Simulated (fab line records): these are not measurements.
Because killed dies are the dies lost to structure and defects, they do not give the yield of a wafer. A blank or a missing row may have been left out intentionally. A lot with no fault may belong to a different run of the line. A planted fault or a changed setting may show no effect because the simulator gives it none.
Which of the tools did it? ; flow berkeleyCmos170 ; 21 wafers sampled from 7 lots at 1 step of a route of 331

## WHAT THE GAUGES SHOWED, per wafer
UCB170_V1_THK_MEAS_01.
lot;measured;on;V1_TEOS_THK (nm)
L976;day 8 16:19;filmMetro-03;2005 1999 2031
L982;day 9 20:03;filmMetro-01;1937 1984 2011
L985;day 10 12:09;filmMetro-01;2008 2028 2047
L986;day 10 21:45;filmMetro-01;2003 1977 2052
L992;day 12 00:07;filmMetro-04;2029 2015 2092
L998;day 13 04:28;filmMetro-01;2020 1969 1972
L996;day 13 10:41;filmMetro-04;1957 1938 2013

## WHAT TOOL EACH LOT RAN ON (gives the tool, then ch and the chambers of the sampled wafers, and finally the start)
There is no process step in the record ahead of these readings.

## THE ANSWER, worked out from the rows above alone
Rule: usual is defined by the lots themselves. The widest of any qualifying gaps counts: lots, ordered by their means at a reading, are off when they make up no more than a third of the lots, leave a main group of 4 or more, and stand apart from it by 3 or more times the standard deviation of that group's means. If all means in a main group match to the digits the tables above print for the reading, that group is not used. Also off: a lot with no number at a reading for which 4 or more lots have one. Where the step has rows for the other lots, those lots are counted as sound.
Across all readings shown, no lot is off: no conclusion can be drawn from this.

## WHAT WAS PUT IN BY THE SIMULATOR
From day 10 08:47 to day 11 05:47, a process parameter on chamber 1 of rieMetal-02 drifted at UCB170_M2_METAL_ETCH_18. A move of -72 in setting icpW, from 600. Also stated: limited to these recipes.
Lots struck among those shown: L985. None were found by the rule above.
